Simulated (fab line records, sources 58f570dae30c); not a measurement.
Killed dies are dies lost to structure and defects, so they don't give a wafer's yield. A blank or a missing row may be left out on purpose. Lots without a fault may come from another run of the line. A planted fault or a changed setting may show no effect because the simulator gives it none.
Which tool did it? | flow berkeley_cmos170 | 14 lots, 42 wafers sampled, at 6 steps of a route of 331

WHAT THE GAUGES READ, wafer by wafer
UCB170_PLDD_TW_MEAS_11. Usual: PLDD_TW 1014, standard deviation 6.6.
lot  | measured     | on            | PLDD_TW        | flag
L785 | day 7 04:40  | film_metro-04 | 1020 1016 1018 |
L781 | day 7 04:44  | film_metro-01 | 1009 1011 1008 |
L783 | day 7 05:01  | film_metro-04 | 1025 1024 1018 |
L787 | day 8 03:25  | film_metro-03 | 1008 1011 1011 |
L786 | day 8 03:47  | film_metro-01 | 1016 1018 1018 |
L789 | day 8 15:06  | film_metro-03 | 1006 1005 999  |
L788 | day 8 15:23  | film_metro-04 | 1014 1017 1014 |
L790 | day 8 15:56  | film_metro-01 | 955 960 953    | OFF
L794 | day 9 17:26  | film_metro-03 | 1003 1007 1009 |
L795 | day 9 17:50  | film_metro-01 | 958 956 963    | OFF
L798 | day 10 17:11 | film_metro-01 | 1011 1017 1013 |
L799 | day 10 17:34 | film_metro-03 | 1003 1001 1005 |
L801 | day 11 04:08 | film_metro-04 | 1019 1021 1026 |
L803 | day 11 14:55 | film_metro-04 | 1018 1018 1017 |

UCB170_PSD_CD_MEAS_06: target cd 1200 nm. Usual: cd_nm 1200.1 nm, standard deviation 1.5.
lot  | measured     | on        | cd_nm (nm)           | flag
L785 | day 7 12:59  | cd_sem-02 | 1201.8 1200.6 1201.7 |
L781 | day 7 13:05  | cd_sem-01 | 1198.9 1199.4 1201.3 |
L783 | day 7 15:35  | cd_sem-01 | 1199.2 1198.6 1199.6 |
L787 | day 8 14:48  | cd_sem-01 | 1201.7 1200.1 1201.5 |
L786 | day 8 14:54  | cd_sem-01 | 1202.6 1202.5 1201.9 |
L789 | day 9 02:07  | cd_sem-02 | 1198.5 1197.7 1197.7 |
L788 | day 9 02:12  | cd_sem-01 | 1199.5 1198.4 1197.4 |
L790 | day 9 03:12  | cd_sem-01 | 1202.0 1201.2 1202.4 |
L794 | day 10 02:23 | cd_sem-01 | 1198.5 1198.8 1198.9 |
L795 | day 10 02:59 | cd_sem-01 | 1200.6 1202.2 1200.0 |
L798 | day 11 03:08 | cd_sem-02 | 1199.0 1200.3 1200.9 |
L799 | day 11 03:23 | cd_sem-01 | 1201.2 1200.1 1201.7 |
L801 | day 11 15:14 | cd_sem-02 | 1197.5 1198.9 1197.8 |
L803 | day 12 02:08 | cd_sem-01 | 1197.6 1197.3 1197.5 |

UCB170_PSD_OVL_MEAS_07. Usual: PSD_OVL -1 nm, standard deviation 5.1.
lot  | measured     | on         | PSD_OVL (nm) | flag
L785 | day 7 13:05  | overlay-01 | -1 -10 -1    |
L781 | day 7 13:11  | overlay-01 | -8 -9 -4     |
L783 | day 7 15:43  | overlay-02 | 0 -4 2       |
L787 | day 8 14:55  | overlay-02 | -6 1 -4      |
L786 | day 8 15:01  | overlay-02 | -2 -5 -2     |
L789 | day 9 02:14  | overlay-02 | -2 -4 -10    |
L788 | day 9 02:19  | overlay-01 | -5 -4 -6     |
L790 | day 9 03:18  | overlay-01 | -3 1 -5      |
L794 | day 10 02:31 | overlay-02 | -4 -6 -4     |
L795 | day 10 03:05 | overlay-02 | 3 2 9        |
L798 | day 11 03:13 | overlay-01 | -5 8 -4      |
L799 | day 11 03:30 | overlay-02 | 0 6 2        |
L801 | day 11 15:19 | overlay-02 | 1 13 7       |
L803 | day 12 02:14 | overlay-01 | -5 -1 7      |

UCB170_NSD_OVL_MEAS_07. Usual: NSD_OVL 6 nm, standard deviation 4.8.
lot  | measured     | on         | NSD_OVL (nm) | flag
L785 | day 7 15:58  | overlay-02 | 10 11 10     |
L781 | day 7 16:15  | overlay-01 | 7 1 1        |
L783 | day 7 17:40  | overlay-02 | 15 13 11     |
L787 | day 8 20:02  | overlay-02 | 10 11 14     |
L786 | day 8 20:56  | overlay-01 | 4 7 1        |
L789 | day 9 04:28  | overlay-01 | 16 12 11     |
L788 | day 9 04:34  | overlay-02 | 6 12 2       |
L790 | day 9 04:51  | overlay-02 | 7 6 -2       |
L794 | day 10 05:20 | overlay-02 | -2 4 5       |
L795 | day 10 05:35 | overlay-02 | 10 15 15     |
L798 | day 11 04:59 | overlay-01 | 5 7 13       |
L799 | day 11 05:41 | overlay-01 | 1 2 7        |
L801 | day 11 16:56 | overlay-02 | 8 0 1        |
L803 | day 12 06:49 | overlay-01 | 10 -1 1      |

UCB170_SDANNEAL_RS_MEAS_04: measures by four-point-probe. Usual: PLDD_RS 1031.2 ohm/sq, standard deviation 2.5.
lot  | measured     | on            | PLDD_RS (ohm/sq)     | flag
L785 | day 7 18:26  | film_metro-03 | 1036.4 1034.3 1032.2 |
L781 | day 7 19:07  | film_metro-01 | 1030.8 1030.6 1031.9 |
L783 | day 7 19:52  | film_metro-03 | 1035.2 1027.8 1032.4 |
L787 | day 8 23:11  | film_metro-03 | 1030.7 1032.1 1032.9 |
L786 | day 9 00:05  | film_metro-01 | 1027.5 1028.0 1026.3 |
L789 | day 9 06:04  | film_metro-04 | 1032.0 1031.6 1035.1 |
L788 | day 9 06:21  | film_metro-01 | 1036.6 1034.4 1034.7 |
L790 | day 9 06:32  | film_metro-03 | 1192.3 1190.7 1196.1 | OFF
L794 | day 10 06:59 | film_metro-04 | 1031.7 1030.5 1028.5 |
L795 | day 10 07:44 | film_metro-03 | 1192.3 1188.2 1188.1 | OFF
L798 | day 11 06:50 | film_metro-04 | 1028.4 1026.0 1025.3 |
L799 | day 11 07:28 | film_metro-04 | 1029.6 1033.2 1031.1 |
L801 | day 11 18:43 | film_metro-04 | 1031.3 1032.9 1032.0 |
L803 | day 12 08:32 | film_metro-04 | 1034.3 1032.5 1030.8 |

WHICH TOOL RAN EACH LOT (tool, then ch and the chambers of the sampled wafers, then the start)
lot  | UCB170_PLDD_IMPLANT_09
L785 | implanter-04 ch 0, day 7 04:26
L781 | implanter-01 ch 0, day 7 04:30
L783 | implanter-04 ch 0, day 7 04:44
L787 | implanter-01 ch 0, day 8 03:11
L786 | implanter-04 ch 0, day 8 03:32
L789 | implanter-01 ch 0, day 8 14:51
L788 | implanter-04 ch 0, day 8 15:09
L790 | implanter-01 ch 0, day 8 15:41
L794 | implanter-03 ch 0, day 9 17:11
L795 | implanter-01 ch 0, day 9 17:36
L798 | implanter-03 ch 0, day 10 16:58
L799 | implanter-04 ch 0, day 10 17:19
L801 | implanter-04 ch 0, day 11 03:55
L803 | implanter-04 ch 0, day 11 14:41
- UCB170_PLDD_IMPLANT_09

WHAT THE TOOLS THEMSELVES READ (means of the sampled wafers that have a number; where no wafer has one, the mark that the record gives instead)
UCB170_PLDD_IMPLANT_09. Usual: dose_ions_cm2 5e+13, standard deviation 5.4e+10; faraday_current_uA 159.1, standard deviation 3.
lot  | tool         | dose_ions_cm2 | faraday_current_uA | flag
L785 | implanter-04 | 5e+13         | 158.9              |
L781 | implanter-01 | 5e+13         | 159.1              |
L783 | implanter-04 | 5e+13         | 159.1              |
L787 | implanter-01 | 5e+13         | 158.2              |
L786 | implanter-04 | 5e+13         | 160.8              |
L789 | implanter-01 | 5e+13         | 158.6              |
L788 | implanter-04 | 5e+13         | 157.1              |
L790 | implanter-01 | 3e+13         | 105.1              | OFF
L794 | implanter-03 | 5e+13         | 161.1              |
L795 | implanter-01 | 3e+13         | 105.3              | OFF
L798 | implanter-03 | 5e+13         | 158.8              |
L799 | implanter-04 | 5e+13         | 158.8              |
L801 | implanter-04 | 5e+13         | 159.4              |
L803 | implanter-04 | 5e+13         | 160.6              |

THE ANSWER, worked out from the rows above alone
Rule: a lot is off if the mean of its wafers that have a number lies more than 3 standard deviations from the usual mean. A lot without any number at a reading at which 4 lots or more have one is off too. The other lots that the step has rows for count as sound. The gauges are gone through in route order, then the tools' own readings, and for those a lot's mean is taken as printed above. The first step at which some lot is off is used, and at that step the reading that is off furthest; a lot without a number counts as furthest.
Off: L790, L795, at UCB170_PLDD_TW_MEAS_11 (PLDD_TW).
A tool fits if, at a process step before that reading, it ran every lot that is off, and no sound lot after the first of them. The gauges at UCB170_PLDD_TW_MEAS_11 aren't tried: what is off there is off at UCB170_SDANNEAL_RS_MEAS_04 too, on other tools, and a gauge's error can't cause that. One fits: implanter-01 at UCB170_PLDD_IMPLANT_09. Its last sound lot is L789 (day 8 14:51), its first lot that is off L790 (day 8 15:41): a fault that began between those two fits.
The tool's own readings at UCB170_PLDD_IMPLANT_09 bear it out: on the lots that are off they differ by more than 5 times the standard deviation of the sound lots' means. dose_ions_cm2 reads 3e+13 there against 5e+13 on the sound lots; faraday_current_uA reads 105.2 there against 159.2 on the sound lots.

WHAT THE SIMULATOR HAD PUT IN
Process parameter drift: implanter-01, from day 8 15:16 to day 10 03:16, at UCB170_PLDD_IMPLANT_09. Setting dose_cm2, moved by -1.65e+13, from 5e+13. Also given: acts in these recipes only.
Lots struck among those shown: L790, L795. The rule above found the same.
